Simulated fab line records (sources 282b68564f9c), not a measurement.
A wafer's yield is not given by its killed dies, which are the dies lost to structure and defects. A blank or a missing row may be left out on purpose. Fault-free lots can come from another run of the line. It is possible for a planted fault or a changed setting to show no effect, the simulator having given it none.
8D (eight disciplines) problem report, filled in by code + flow rit-cmos + the parts of the form that need people (team, actions taken, sign-off) are left out

## 1. WHAT WENT WRONG
PRETRO_OVL at RIT_PRETRO_OVL_MEAS_06 reads a mean of -148.2 nm on 9 wafers of 3 lots; wafers without a fault read 0.7 nm with a standard deviation of 1.5. So: -99 or more standard deviations from the usual mean.
The first sign was on wafer L389.2 at day 5 11:17, on overlay-02. At this step, 45 wafers from 15 lots have a number in the record. Rule for "out", or "out of limits": more than 4 standard deviations from the usual mean. All remaining wafers that have a number are taken as sound.

## 2. WHAT IT IS, AND WHAT IT ISN'T
| question                    | is                     | is not                                                                    |
|-----------------------------|------------------------|---------------------------------------------------------------------------|
| which readings at this step | PRETRO_OVL             | -                                                                         |
| which lots                  | L389, L392, L395       | L374, L375, L378, L379, L380, L382, L383, L385, L387, L388, L393, L397    |
| which wafers of those lots  | all that have a number | -                                                                         |
| read on which gauges        | overlay-02             | overlay-01                                                                |
| when                        | from day 5 11:17       | up to then (30 sound wafers); but 6 sound wafers of L393, L397 came after |

## 3. SUSPECTS, AND WHAT RULES EACH OUT
Counting: a tool at a process step up to the reading stays a suspect if it ran every lot that is out and no sound lot after the first of them.
- the gauge at RIT_PRETRO_OVL_MEAS_06: kept. All the wafers that are out were read on overlay-02, and no step on other tools shows them out.
- iline-stepper-02 at RIT_PRETRO_EXPOSE_03 (exposes mask M5, target cd 43700 nm): kept. All lots that are out passed through it, beginning with L389 at day 5 10:52, and no sound lot followed; its final sound lot before that point was L385 at day 4 15:23.
The count leaves overlay-02 at RIT_PRETRO_OVL_MEAS_06 and iline-stepper-02 at RIT_PRETRO_EXPOSE_03.

## 4. THE CAUSE (what the simulator had put in)
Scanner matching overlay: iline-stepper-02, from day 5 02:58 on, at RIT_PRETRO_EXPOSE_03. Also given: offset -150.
This tool is one of the 2 suspects left after counting.

## 5. THE CHAIN OF EFFECTS, in route order
One row per reading whose mean, taken over the struck wafers that have a number, lies over 3 standard deviations from the usual. Scope: only readings with a usual standard deviation given in the record; hours: median across lots of the time from each lot's start at the first step in this table that gives one to its start at this step; sigmas: change in usual standard deviations.
| hours | step                   | reading    | usual  | on struck wafers | change | sigmas      |
|-------|------------------------|------------|--------|------------------|--------|-------------|
| 0     | RIT_PRETRO_OVL_MEAS_06 | PRETRO_OVL | 0.7 nm | -148.2           | -148.9 | -99 or more |

## 6. HOW IT WOULD HAVE BEEN CAUGHT EARLIER
The first out-of-limits reading at a measuring or inspecting step in this record came at day 5 11:17, 8 hours after the fault's start at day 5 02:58.
L392, L395, from the lots that are out (3), started RIT_PRETRO_EXPOSE_03 on iline-stepper-02 later than day 5 11:17. A hold on the tool at that time would have spared those 2.
